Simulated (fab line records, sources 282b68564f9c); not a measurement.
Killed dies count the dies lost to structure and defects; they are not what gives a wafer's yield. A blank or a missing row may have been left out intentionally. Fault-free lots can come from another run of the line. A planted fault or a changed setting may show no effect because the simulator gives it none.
fab line records ; flow ritCmos
record lots=5; wafers=15; lastDay=8
route steps=202 shown CONTACT@178 M1@184
lots untouched by any fault: they come from a run of this same line in which no faults occurred
startH: hours from the record's first day to the start of the lot's first wafer shown ; waitH: hours since the lot's step before ; " as in the row above ; L1.1+2: a single row standing in for several wafers ; - no value, or no start was given ; * or withheld: withheld ; < > ~ a bound
route shown NAME@n: NAME is a module with steps in the file, n the number in the route of the first one ; usual: the fault-free wafers' mean and standard deviation ; same: alike in all rows ; chamber/n: place in a boat ; sites: each site's reading ; _std_site: the standard deviation of these ; _edge_site: outer sites' mean less inner sites' ; radiusMm: how far each site lies from the wafer's centre ; mask NAME#n: copy n ; behind: the most recent tool/chamber to have shaped the wafer ; hold: why the lot went on hold/how many hours it stayed there/how the hold came to an end ; device: which transistor (n, p or np) failed to switch ; end of line: the same wafers' tests at the end of the route ; a step without rows: its recipe alone ; killed: dies lost to structure and defects at the first sort, not the wafer's yield ; map: a wafer's dies, x killed, . not, _ none there
set.NAME: the run value of the setting; set.NAME@STEP: its run value at that earlier step ; model.NAME: the simulator's own value behind a step, which no gauge read
a table for each step, a row for each wafer; lots at some steps of the route
services: when a tool's chamber went out of use (startH, in hours from the record's first day, below 0 if earlier), for how many hours, and the reason
## steps
# step RIT_CONTACT_HARDBAKE_10
# recipe resist=NOVOLAK; tempC=140; timeS=60
lot.wafer;tool;chamber;startH;waitH
L075.1+5+6;lithoTrack-04;0;65.07;0.0
L078.1+2+6;lithoTrack-04;0;81.26;0.0
L079.1+3+6;lithoTrack-03;0;82.64;0.0
L081.3+4+5;lithoTrack-02;0;94.04;0.1
L096.1+3+5;lithoTrack-02;0;174.05;0.2
# step RIT_CONTACT_ETCH_11
# recipe targetDepthA=4800; overEtchFrac=0.2; stopOn=TiSi2; chemistry=CHF3/CF4/Ar; target=SiO2; CHF3_flow_sccm=50; cf4FlowSccm=10; Ar_flow_sccm=100; O2_flow_sccm=5; pressureMtorr=100; rfW=200; timeS=320
# usual cf4FlowSccm=9.992/0.028; drypumpMotorCurrentA=5.7/0.34; oesProductAu=0.991/0.015; throttleValvePct=8.84/0.12
lot.wafer;tool;chamber;startH;waitH;cf4FlowSccm;drypumpMotorCurrentA;oesProductAu;rfHoursCounterH;throttleValvePct
L075.1;rieDiel-02;3;65.22;0.1;10.004;5.5;0.983;79;8.75
L075.5;rieDiel-02;2;65.22;0.1;10.006;5.3;0.996;-;8.83
L075.6;rieDiel-02;1;65.22;0.1;9.994;6.0;1.022;-;8.94
L078.1;rieDiel-01;0;81.41;0.1;10.012;5.3;1.007;4;8.71
L078.2;rieDiel-01;2;81.41;0.1;9.937;5.8;0.977;114;8.88
L078.6;rieDiel-01;3;81.41;0.1;9.997;5.4;0.978;-;8.94
L079.1;rieDiel-02;2;82.79;0.1;9.977;5.3;0.998;9;8.81
L079.3;rieDiel-02;3;82.79;0.1;9.991;5.5;0.982;79;8.75
L079.6;rieDiel-02;0;82.79;0.1;10.007;5.9;0.993;-;8.92
L081.3;rieDiel-01;2;94.14;0.1;10.010;5.8;0.974;114;8.87
L081.4;rieDiel-01;0;94.14;0.1;9.967;5.2;1.012;4;8.70
L081.5;rieDiel-01;2;94.14;0.1;10.002;5.8;0.981;-;8.89
L096.1;rieDiel-03;0;174.20;0.1;10.004;6.0;0.975;88;8.82
L096.3;rieDiel-03;1;174.20;0.1;9.985;5.3;0.989;46;8.58
L096.5;rieDiel-03;0;174.20;0.1;9.968;6.0;0.972;-;8.80
# step RIT_CONTACT_STRIP_12
# recipe chemistry=O2; timeS=180; resist=NOVOLAK; platenTempC=withheld; powerW=500; pressureMtorr=4000; o2FlowSccm=4000
# usual drypumpMotorCurrentA=5.6/0.56; o2FlowSccm=4000/13
lot.wafer;tool;chamber;startH;waitH;drypumpMotorCurrentA;o2FlowSccm;rfHoursCounterH
L075.1;plasmaAsher-01;1;65.41;0.1;5.2;3998;41
L075.5;plasmaAsher-01;0;65.41;0.1;5.1;4007;-
L075.6;plasmaAsher-01;1;65.41;0.1;5.2;4014;-
L078.1;plasmaAsher-03;1;81.61;0.1;5.7;4026;44
L078.2;plasmaAsher-03;0;81.61;0.1;6.1;3988;44
L078.6;plasmaAsher-03;1;81.61;0.1;5.7;4023;-
L079.1;plasmaAsher-03;0;82.99;0.1;6.0;3998;44
L079.3;plasmaAsher-03;1;82.99;0.1;5.6;4003;-
L079.6;plasmaAsher-03;1;82.99;0.1;5.7;3971;-
L081.3;plasmaAsher-02;1;94.39;0.2;5.1;3968;-
L081.4;plasmaAsher-02;0;94.39;0.2;6.5;3994;-
L081.5;plasmaAsher-02;1;94.39;0.2;5.1;3983;-
L096.1;plasmaAsher-01;1;174.39;0.1;5.2;3988;52
L096.3;plasmaAsher-01;0;174.39;0.1;5.1;3979;-
L096.5;plasmaAsher-01;0;174.39;0.1;5.1;3993;-
# step RIT_CONTACT_CD_MEAS_90
# recipe targetCdNm=1000
# usual cdNm=1000.5/2.3
lot.wafer;tool;chamber;startH;waitH;cdNm
L075.1;cdSem-02;-;65.59;0.1;1000.8
L075.5;cdSem-02;-;65.59;0.1;1002.3
L075.6;cdSem-02;-;65.59;0.1;1002.1
L078.1;cdSem-02;-;81.78;0.1;996.6
L078.2;cdSem-02;-;81.78;0.1;1000.3
L078.6;cdSem-02;-;81.78;0.1;997.7
L079.1;cdSem-02;-;83.16;0.1;1001.6
L079.3;cdSem-02;-;83.16;0.1;1001.8
L079.6;cdSem-02;-;83.16;0.1;1000.7
L081.3;cdSem-02;-;94.55;0.1;1002.8
L081.4;cdSem-02;-;94.55;0.1;1005.4
L081.5;cdSem-02;-;94.55;0.1;1004.0
L096.1;cdSem-02;-;174.57;0.1;999.3
L096.3;cdSem-02;-;174.57;0.1;998.2
L096.5;cdSem-02;-;174.57;0.1;998.9
# step RIT_CONTACT_CLEAN_13
# recipe chemistry=SC1; mix=3:3:50; timeS=600; tempC=75
# usual bathGuardTempC=75.2/0.49
lot.wafer;tool;chamber;startH;waitH;bathGuardTempC
L075.1;wetBench-04;1;65.71;0.1;75.4
L075.5;wetBench-04;1;65.71;0.1;75.6
L075.6;wetBench-04;1;65.71;0.1;75.5
L078.1;wetBench-02;0;81.90;0.1;75.8
L078.2;wetBench-02;0;81.90;0.1;76.1
L078.6;wetBench-02;0;81.90;0.1;75.8
L079.1;wetBench-01;3;83.28;0.1;74.5
L079.3;wetBench-01;3;83.28;0.1;74.8
L079.6;wetBench-01;3;83.28;0.1;74.9
L081.3;wetBench-02;2;94.63;0.1;74.5
L081.4;wetBench-02;2;94.63;0.1;74.9
L081.5;wetBench-02;2;94.63;0.1;75.0
L096.1;wetBench-02;0;174.69;0.1;76.0
L096.3;wetBench-02;0;174.69;0.1;75.8
L096.5;wetBench-02;0;174.69;0.1;75.8
# step RIT_CONTACT_CLEAN_14
# recipe chemistry=SC2; mix=3:3:50; timeS=600; tempC=75; dry=n2Spin
# usual bathGuardTempC=75.2/0.49
lot.wafer;tool;chamber;startH;waitH;bathGuardTempC
L075.1;wetBench-04;0;65.88;0.0;75.8
L075.5;wetBench-04;0;65.88;0.0;75.9
L075.6;wetBench-04;0;65.88;0.0;75.9
L078.1;wetBench-01;0;82.08;0.0;74.8
L078.2;wetBench-01;0;82.08;0.0;75.3
L078.6;wetBench-01;0;82.08;0.0;74.7
L079.1;wetBench-04;2;83.47;0.0;75.6
L079.3;wetBench-04;2;83.47;0.0;75.5
L079.6;wetBench-04;2;83.47;0.0;75.3
L081.3;wetBench-04;0;94.80;0.0;76.0
L081.4;wetBench-04;0;94.80;0.0;75.4
L081.5;wetBench-04;0;94.80;0.0;75.9
L096.1;wetBench-01;3;174.88;0.0;74.9
L096.3;wetBench-01;3;174.88;0.0;74.9
L096.5;wetBench-01;3;174.88;0.0;75.0
# step RIT_M1_SPUTTER_00
# recipe material=Al; targetThkNm=400; powerW=2000; chamberPressurePa=0.4; gas=Ar; timeS=508; substrateTempC=25
# usual throttleValvePct=30.5/1
lot.wafer;tool;chamber;startH;waitH;throttleValvePct
L075.1;pvdSputter-03;-;66.06;0.0;30.8
L075.5;pvdSputter-03;-;66.06;0.0;30.6
L075.6;pvdSputter-03;-;66.06;0.0;31.4
L078.1;pvdSputter-02;-;82.29;0.0;30.4
L078.2;pvdSputter-02;-;82.29;0.0;31.1
L078.6;pvdSputter-02;-;82.29;0.0;29.9
L079.1;pvdSputter-03;-;83.65;0.0;30.7
L079.3;pvdSputter-03;-;83.65;0.0;30.8
L079.6;pvdSputter-03;-;83.65;0.0;31.5
L081.3;pvdSputter-03;-;94.98;0.0;31.9
L081.4;pvdSputter-03;-;94.98;0.0;31.2
L081.5;pvdSputter-03;-;94.98;0.0;31.4
L096.1;pvdSputter-02;-;175.05;0.0;30.2
L096.3;pvdSputter-02;-;175.05;0.0;27.4
L096.5;pvdSputter-02;-;175.05;0.0;30.1
# step RIT_M1_RS_MEAS_01
# recipe thkMeasGauge=four-point-probe; reads=Al_of_M1_SPUTTER_00
# usual M1_AL_RS=0.0722/0.0011
lot.wafer;tool;chamber;startH;waitH;M1_AL_RS[ohm/sq]
L075.1;filmMetro-02;-;66.35;0.1;0.0712
L075.5;filmMetro-02;-;66.35;0.1;0.0713
L075.6;filmMetro-02;-;66.35;0.1;0.0699
L078.1;filmMetro-02;-;82.58;0.1;0.0731
L078.2;filmMetro-02;-;82.58;0.1;0.0734
L078.6;filmMetro-02;-;82.58;0.1;0.0723
L079.1;filmMetro-03;-;83.97;0.2;0.0712
L079.3;filmMetro-03;-;83.97;0.2;0.0717
L079.6;filmMetro-03;-;83.97;0.2;0.0732
L081.3;filmMetro-03;-;95.34;0.2;0.0730
L081.4;filmMetro-03;-;95.34;0.2;0.0717
L081.5;filmMetro-03;-;95.34;0.2;0.0705
L096.1;filmMetro-02;-;175.35;0.1;0.0732
L096.3;filmMetro-02;-;175.35;0.1;0.0730
L096.5;filmMetro-02;-;175.35;0.1;0.0728
# step RIT_M1_THK_MEAS_02
# recipe thkMeasGauge=xrf; reads=Al_of_M1_SPUTTER_00
# usual M1_AL_THK=409/6.5
lot.wafer;tool;chamber;startH;waitH;M1_AL_THK[nm]
L075.1;filmMetro-02;-;66.47;0.1;417
L075.5;filmMetro-02;-;66.47;0.1;419
L075.6;filmMetro-02;-;66.47;0.1;426
L078.1;filmMetro-02;-;82.70;0.1;406
L078.2;filmMetro-02;-;82.70;0.1;408
L078.6;filmMetro-02;-;82.70;0.1;415
L079.1;filmMetro-03;-;84.09;0.1;412
L079.3;filmMetro-03;-;84.09;0.1;410
L079.6;filmMetro-03;-;84.09;0.1;404
L081.3;filmMetro-03;-;95.44;0.1;403
L081.4;filmMetro-03;-;95.44;0.1;412
L081.5;filmMetro-03;-;95.44;0.1;417
L096.1;filmMetro-02;-;175.47;0.1;406
L096.3;filmMetro-02;-;175.47;0.1;409
L096.5;filmMetro-02;-;175.47;0.1;409
# step RIT_M1_HMDS_03
# recipe primeTimeS=60; primeTempC=140
# same primeTimeS=60
lot.wafer;tool;chamber;startH;waitH
L075.1+5+6;lithoTrack-04;0;66.53;0.1
L078.1+2+6;lithoTrack-01;0;82.76;0.1
L079.1+3+6;lithoTrack-04;0;84.15;0.1
L081.3+4+5;lithoTrack-04;0;95.53;0.1
L096.1+3+5;lithoTrack-02;0;175.53;0.1
# step RIT_M1_COAT_04
# recipe resist=NOVOLAK; spinRpm=2000; resistThkNm=1300
lot.wafer;tool;chamber;startH;waitH
L075.1+5+6;lithoTrack-04;0;66.68;0.1
L078.1+2+6;lithoTrack-01;0;82.91;0.1
L079.1+3+6;lithoTrack-04;0;84.30;0.1
L081.3+4+5;lithoTrack-04;0;95.68;0.1
L096.1+3+5;lithoTrack-02;0;175.68;0.1
# step RIT_M1_SOFTBAKE_05
# recipe resist=NOVOLAK; tempC=90.68; timeS=60
lot.wafer;tool;chamber;startH;waitH
L075.1+5+6;lithoTrack-04;0;66.83;0.1
L078.1+2+6;lithoTrack-01;0;83.06;0.1
L079.1+3+6;lithoTrack-04;0;84.45;0.1
L081.3+4+5;lithoTrack-04;0;95.83;0.1
L096.1+3+5;lithoTrack-02;0;175.83;0.1
# step RIT_M1_EXPOSE_06
# recipe maskId=M12; na=0.6; sourceShape=conventional; sigmaOuter=0.5; targetCdNm=2600; doseMj=250
lot.wafer;tool;chamber;startH;waitH;mask
L075.1+5+6;ilineStepper-02;0;67.14;0.3;M12#0
L078.1+2+6;ilineStepper-01;0;83.21;0.1;M12#0
L079.1+3+6;ilineStepper-01;0;84.60;0.1;M12#0
L081.3+4+5;ilineStepper-01;0;96.09;0.2;M12#0
L096.1+3+5;ilineStepper-02;0;176.10;0.2;M12#0
# step RIT_M1_PEB_07
# recipe resist=NOVOLAK; tempC=withheld; timeS=withheld
lot.wafer;tool;chamber;startH;waitH
L075.1+5+6;lithoTrack-04;0;67.25;0.1
L078.1+2+6;lithoTrack-04;0;83.33;0.1
L079.1+3+6;lithoTrack-04;0;84.71;0.1
L081.3+4+5;lithoTrack-01;0;96.22;0.1
L096.1+3+5;lithoTrack-04;0;176.22;0.1
# step RIT_M1_DEVELOP_08
# recipe resist=NOVOLAK; developTimeS=68; devTempC=23
lot.wafer;tool;chamber;startH;waitH
L075.1+5+6;lithoTrack-04;0;-;-
L078.1+2+6;lithoTrack-04;0;-;-
L079.1+3+6;lithoTrack-04;0;-;-
L081.3+4+5;lithoTrack-01;0;-;-
L096.1+3+5;lithoTrack-04;0;-;-
# step RIT_M1_CD_MEAS_09
# recipe targetCdNm=2600
# usual cdNm=2599.4/1.9
lot.wafer;tool;chamber;startH;waitH;cdNm
L075.1;cdSem-01;-;67.57;-;2598.4
L075.5;cdSem-01;-;67.57;-;2597.2
L075.6;cdSem-01;-;67.57;-;2597.9
L078.1;cdSem-01;-;83.64;-;2598.6
L078.2;cdSem-01;-;83.64;-;2597.7
L078.6;cdSem-01;-;83.64;-;2595.7
L079.1;cdSem-02;-;85.03;-;2602.2
L079.3;cdSem-02;-;85.03;-;2601.4
L079.6;cdSem-02;-;85.03;-;2601.2
L081.3;cdSem-02;-;96.52;-;2601.1
L081.4;cdSem-02;-;96.52;-;2599.9
L081.5;cdSem-02;-;96.52;-;2600.9
L096.1;cdSem-01;-;176.53;-;2598.1
L096.3;cdSem-01;-;176.53;-;2598.9
L096.5;cdSem-01;-;176.53;-;2597.7
# step RIT_M1_OVL_MEAS_10
# usual M1_OVL=-0.3/1.5
lot.wafer;tool;chamber;startH;waitH;M1_OVL[nm]
L075.1;overlay-02;-;67.69;0.1;-0.9
L075.5;overlay-02;-;67.69;0.1;-2.0
L075.6;overlay-02;-;67.69;0.1;-1.5
L078.1;overlay-01;-;83.76;0.1;-1.9
L078.2;overlay-01;-;83.76;0.1;-1.6
L078.6;overlay-01;-;83.76;0.1;-0.2
L079.1;overlay-01;-;85.15;0.1;-0.2
L079.3;overlay-01;-;85.15;0.1;-0.8
L079.6;overlay-01;-;85.15;0.1;-1.6
L081.3;overlay-01;-;96.61;0.1;-1.5
L081.4;overlay-01;-;96.61;0.1;-0.9
L081.5;overlay-01;-;96.61;0.1;-1.5
L096.1;overlay-02;-;176.65;0.1;0.6
L096.3;overlay-02;-;176.65;0.1;0.9
L096.5;overlay-02;-;176.65;0.1;0.5
# step RIT_M1_HARDBAKE_11
# recipe resist=NOVOLAK; tempC=140; timeS=120
lot.wafer;tool;chamber;startH;waitH
L075.1+5+6;lithoTrack-04;0;67.72;0.0
L078.1+2+6;lithoTrack-04;0;83.80;0.0
L079.1+3+6;lithoTrack-04;0;85.37;0.2
L081.3+4+5;lithoTrack-04;0;96.72;0.1
L096.1+3+5;lithoTrack-01;0;176.69;0.0
# step RIT_M1_METAL_ETCH_12
# recipe stopOn=SiO2; chemistry=Cl2/BCl3; target=Al; timeS=165; overEtchFrac=0.5; pressureMtorr=100; targetDepthA=6000; rfW=250; Cl2_flow_sccm=60; bcl3FlowSccm=50
# usual drypumpMotorCurrentA=5.5/0.44; oesProductAu=0.778/0.013; throttleValvePct=8.29/0.097
lot.wafer;tool;chamber;startH;waitH;drypumpMotorCurrentA;oesProductAu;rfHoursCounterH;throttleValvePct
L075.1;rieMetal-01;1;67.97;0.2;5.5;0.780;36;8.40
L075.5;rieMetal-01;1;67.97;0.2;5.4;0.784;-;8.38
L075.6;rieMetal-01;1;67.97;0.2;5.4;0.794;-;8.37
L078.1;rieMetal-01;1;84.05;0.2;5.4;0.776;36;8.39
L078.2;rieMetal-01;1;84.05;0.2;5.4;0.767;-;8.38
L078.6;rieMetal-01;1;84.05;0.2;5.4;0.778;-;8.38
L079.1;rieMetal-03;0;85.62;0.2;6.2;0.810;3;8.16
L079.3;rieMetal-03;0;85.62;0.2;6.2;0.805;-;8.15
L079.6;rieMetal-03;0;85.62;0.2;6.2;0.789;-;8.16
L081.3;rieMetal-01;1;97.00;0.2;5.4;0.768;-;8.39
L081.4;rieMetal-01;1;97.00;0.2;5.4;0.778;-;8.39
L081.5;rieMetal-01;1;97.00;0.2;5.4;0.781;-;8.38
L096.1;rieMetal-01;1;176.94;0.2;5.4;0.775;0;8.39
L096.3;rieMetal-01;1;176.94;0.2;5.4;0.779;-;8.38
L096.5;rieMetal-01;1;176.94;0.2;5.4;0.783;-;8.36
# step RIT_M1_STRIP_13
# recipe chemistry=nmp; resist=NOVOLAK; tempC=80; timeS=600; dry=n2Spin
# usual bathGuardTempC=80.0/0.58
lot.wafer;tool;chamber;startH;waitH;bathGuardTempC
L075.1;wetBench-03;3;68.30;0.3;81.0
L075.5;wetBench-03;3;68.30;0.3;81.2
L075.6;wetBench-03;3;68.30;0.3;80.7
L078.1;wetBench-03;3;84.37;0.3;80.9
L078.2;wetBench-03;3;84.37;0.3;80.8
L078.6;wetBench-03;3;84.37;0.3;80.8
L079.1;wetBench-03;3;85.79;0.1;80.9
L079.3;wetBench-03;3;85.79;0.1;81.0
L079.6;wetBench-03;3;85.79;0.1;81.1
L081.3;wetBench-03;0;97.21;0.2;79.9
L081.4;wetBench-03;0;97.21;0.2;80.1
L081.5;wetBench-03;0;97.21;0.2;80.3
L096.1;wetBench-03;1;177.27;0.3;79.3
L096.3;wetBench-03;1;177.27;0.3;79.2
L096.5;wetBench-03;1;177.27;0.3;79.7
# step RIT_M1_STRIP_14
# recipe chemistry=O2; timeS=180; platenTempC=withheld; powerW=500; pressureMtorr=4000; o2FlowSccm=4000
# usual drypumpMotorCurrentA=5.5/0.54; o2FlowSccm=3999/12
lot.wafer;tool;chamber;startH;waitH;drypumpMotorCurrentA;o2FlowSccm;rfHoursCounterH
L075.1;plasmaAsher-01;1;68.47;0.0;5.2;4011;42
L075.5;plasmaAsher-01;1;68.47;0.0;5.2;4013;-
L075.6;plasmaAsher-01;0;68.47;0.0;5.1;4001;-
L078.1;plasmaAsher-02;1;84.56;0.0;5.1;4009;30
L078.2;plasmaAsher-02;0;84.56;0.0;6.5;4011;30
L078.6;plasmaAsher-02;1;84.56;0.0;5.1;4000;-
L079.1;plasmaAsher-01;0;85.98;0.0;5.1;3981;43
L079.3;plasmaAsher-01;0;85.98;0.0;5.1;3981;-
L079.6;plasmaAsher-01;1;85.98;0.0;5.2;3996;-
L081.3;plasmaAsher-04;0;97.45;0.1;5.8;4009;-
L081.4;plasmaAsher-04;1;97.45;0.1;6.5;3983;-
L081.5;plasmaAsher-04;0;97.45;0.1;5.8;4007;-
L096.1;plasmaAsher-04;0;177.44;0.0;5.8;4021;5
L096.3;plasmaAsher-04;1;177.44;0.0;6.4;3995;-
L096.5;plasmaAsher-04;0;177.44;0.0;5.8;4008;-
# step RIT_M1_CD_MEAS_90
# recipe targetCdNm=2600
# usual cdNm=2600.3/2
lot.wafer;tool;chamber;startH;waitH;cdNm
L075.1;cdSem-02;-;68.65;0.1;2602.6
L075.5;cdSem-02;-;68.65;0.1;2601.7
L075.6;cdSem-02;-;68.65;0.1;2602.5
L078.1;cdSem-01;-;84.74;0.1;2599.9
L078.2;cdSem-01;-;84.74;0.1;2599.5
L078.6;cdSem-01;-;84.74;0.1;2598.8
L079.1;cdSem-02;-;86.15;0.1;2601.4
L079.3;cdSem-02;-;86.15;0.1;2602.8
L079.6;cdSem-02;-;86.15;0.1;2600.8
L081.3;cdSem-01;-;97.60;0.1;2602.4
L081.4;cdSem-01;-;97.60;0.1;2601.6
L081.5;cdSem-01;-;97.60;0.1;2603.1
L096.1;cdSem-02;-;177.62;0.1;2601.5
L096.3;cdSem-02;-;177.62;0.1;2601.5
L096.5;cdSem-02;-;177.62;0.1;2600.8
# step RIT_M1_ANNEAL_15
# recipe tempC=450; timeS=1800; ambient=forming_gas_H2N2
# usual spikeTcCentreC=452.6/0.96; spikeTcSourceC=468.0/0.88
lot.wafer;tool;chamber;startH;waitH;spikeTcCentreC;spikeTcSourceC
L075.1;furnace-02;0;68.77;0.1;451.9;467.0
L075.5;furnace-02;0;68.77;0.1;453.8;467.7
L075.6;furnace-02;0;68.77;0.1;450.0;467.7
L078.1;furnace-02;0;84.86;0.1;452.6;468.6
L078.2;furnace-02;0;84.86;0.1;452.1;467.9
L078.6;furnace-02;0;84.86;0.1;451.1;466.9
L079.1;furnace-02;0;86.36;0.2;452.3;467.6
L079.3;furnace-02;0;86.36;0.2;451.3;469.2
L079.6;furnace-02;0;86.36;0.2;453.1;467.7
L081.3;furnace-02;0;97.68;0.1;453.2;467.9
L081.4;furnace-02;0;97.68;0.1;453.0;467.7
L081.5;furnace-02;0;97.68;0.1;452.0;468.4
L096.1;furnace-02;0;178.64;1.0;453.0;469.6
L096.3;furnace-02;0;178.64;1.0;452.7;469.6
L096.5;furnace-02;0;178.64;1.0;453.1;467.7
# step RIT_M1_BOW_MEAS_16
# recipe mode=bow
# usual M1_BOW=17/6.9
lot.wafer;tool;chamber;startH;waitH;M1_BOW[um]
L075.1;filmMetro-01;-;70.27;0.0;29
L075.5;filmMetro-01;-;70.27;0.0;19
L075.6;filmMetro-01;-;70.27;0.0;5
L078.1;filmMetro-01;-;86.36;0.0;15
L078.2;filmMetro-01;-;86.36;0.0;15
L078.6;filmMetro-01;-;86.36;0.0;33
L079.1;filmMetro-03;-;87.86;0.0;23
L079.3;filmMetro-03;-;87.86;0.0;18
L079.6;filmMetro-03;-;87.86;0.0;24
L081.3;filmMetro-01;-;99.22;0.0;27
L081.4;filmMetro-01;-;99.22;0.0;24
L081.5;filmMetro-01;-;99.22;0.0;17
L096.1;filmMetro-03;-;180.14;0.0;37
L096.3;filmMetro-03;-;180.14;0.0;10
L096.5;filmMetro-03;-;180.14;0.0;18
# step RIT_M1_PROBE_99
# usual defectLimitedYield=97.3/1.1; killedAtFrontEnd=7/3; killedDies=7/3; killedOpen=3.3/2.1; killedShort=3.7/1.9; sort_bin_3_pad_short=0.1/0.22; sort_bin_5_function=1.5/0.79; sort_bin_6_memory=1.1/0.65; sortNPass=257/3; sortYieldPct=97.3/1.1
# same grossDies=264; killed_at_M0_to_M3=0; killed_at_M4_up=0; killedAtBackSide=0; killedAtContacts=0; killedAtOther=0
lot.wafer;tool;chamber;startH;waitH;defectLimitedYield[%];killedAtFrontEnd;killedDies;killedOpen;killedShort;sort_bin_3_pad_short[%];sort_bin_5_function[%];sort_bin_6_memory[%];sortNPass;sortYieldPct[%]
L075.1;prober-01;-;70.39;0.1;98.9;3;3;0;3;0;0.8;0.4;261;98.9
L075.5;prober-01;-;70.59;0.2;98.5;4;4;2;2;0;0.8;0.8;260;98.5
L075.6;prober-01;-;70.64;0.2;97.7;6;6;0;6;0;0.8;1.5;258;97.7
L078.1;prober-02;-;86.48;0.1;98.5;4;4;3;1;0;0.8;0.8;260;98.5
L078.2;prober-02;-;86.53;0.1;99.2;2;2;2;0;0;0.4;0.4;262;99.2
L078.6;prober-02;-;86.73;0.2;98.1;5;5;2;3;0;0.8;1.1;259;98.1
L079.1;prober-01;-;87.98;0.1;97.7;6;6;3;3;0;1.5;0.8;258;97.7
L079.3;prober-01;-;88.08;0.2;98.1;5;5;3;1;0;0.8;1.1;259;98.1
L079.6;prober-01;-;88.23;0.2;98.5;4;4;2;2;0;1.1;0.4;260;98.5
L081.3;prober-01;-;99.40;0.2;98.1;5;5;4;1;0;1.1;0.8;259;98.1
L081.4;prober-01;-;99.45;0.2;96.2;10;10;3;7;0.4;1.9;1.5;254;96.2
L081.5;prober-01;-;99.50;0.2;96.6;9;9;4;5;0;2.3;1.1;255;96.6
L096.1;prober-02;-;180.26;0.1;95.8;11;11;6;5;0.4;0.8;3.0;253;95.8
L096.3;prober-02;-;180.36;0.2;95.1;13;13;9;4;0.4;1.9;2.7;251;95.1
L096.5;prober-02;-;180.46;0.2;99.2;2;2;2;0;0;0.4;0.4;262;99.2
# killed by level:class
L075.1 GATE:geometricParticle:short=3
L075.5 GATE:geometricParticle:open=2 FOX2:geometricParticle:short=1 SPACER:geometricParticle:short=1
L075.6 SPACER:geometricParticle:short=3 REOX:geometricParticle:short=2 GATE:geometricParticle:short=1
L078.1 GATE:geometricParticle:open=2 GATE:geometricParticle:short=1 SPACER:geometricParticle:open=1
L078.2 FOX1:geometricParticle:open=1 SILICIDE:geometricParticle:open=1
L078.6 FOX1:geometricParticle:short=1 FOX1:geometricParticle:open=1 GATE:geometricParticle:short=1 SPACER:geometricParticle:short=1 SPACER:geometricParticle:open=1
L079.1 GATE:geometricParticle:short=3 GATE:geometricParticle:open=2 FOX1:geometricParticle:open=1
L079.3 GATE:geometricParticle:open=3 FOX2:geometricParticle:short=1 PWELL:coatMicrobubblePrinted=1
L079.6 GATE:geometricParticle:short=2 FOX1:geometricParticle:open=1 FOX2:geometricParticle:open=1
L081.3 GATE:geometricParticle:open=3 FOX2:geometricParticle:short=1 REOX:geometricParticle:open=1
L081.4 GATE:geometricParticle:short=3 FOX1:geometricParticle:open=1 FOX1:geometricParticle:short=1 FOX2:geometricParticle:short=1 GATE:geometricParticle:open=1 REOX:geometricParticle:open=1 SPACER:geometricParticle:short=1 SILICIDE:geometricParticle:short=1
L081.5 GATE:geometricParticle:short=3 GATE:geometricParticle:open=2 FOX1:geometricParticle:open=1 SPACER:geometricParticle:short=1 SILICIDE:geometricParticle:open=1 SILICIDE:geometricParticle:short=1
L096.1 FOX1:geometricParticle:open=2 GATE:geometricParticle:short=2 GATE:geometricParticle:open=2 FOX1:geometricParticle:short=1 REOX:geometricParticle:open=1 REOX:geometricParticle:short=1 SPACER:geometricParticle:short=1 SILICIDE:geometricParticle:open=1
L096.3 GATE:geometricParticle:open=5 FOX1:geometricParticle:open=2 SPACER:geometricParticle:short=2 FOX1:geometricParticle:short=1 GATE:geometricParticle:short=1 SPACER:geometricParticle:open=1 SILICIDE:geometricParticle:open=1
L096.5 FOX1:geometricParticle:open=1 REOX:geometricParticle:open=1
## services
tool;chamber;startH;hours;kind
rieDiel-02;3;46.14;5.7;repair
rieDiel-02;1;50.24;1.8;repair
plasmaAsher-01;-;74.82;4.1;repair
pvdSputter-02;-;84.21;5.0;repair
rieDiel-02;2;88.63;11.1;repair
rieDiel-02;3;104.91;3.5;repair
ilineStepper-02;-;106.63;9.2;repair
plasmaAsher-04;-;108.75;9.0;pm
plasmaAsher-04;0;108.75;9.0;ventCycle
plasmaAsher-04;1;108.75;9.0;ventCycle
plasmaAsher-02;-;114.45;7.6;repair
ilineStepper-01;0;116.15;-;calibration
plasmaAsher-04;0;117.75;-;clean
plasmaAsher-04;1;117.75;-;clean
wetBench-02;-;118.83;8.3;repair
pvdSputter-02;-;120.75;1.9;repair
rieMetal-01;-;136.12;20.0;pm
rieMetal-01;1;136.12;20.0;ventCycle
rieDiel-02;0;138.19;7.3;repair
rieMetal-01;0;156.12;-;clean
rieMetal-01;1;156.12;-;clean
rieMetal-03;-;162.37;0.3;repair
## key
fault none
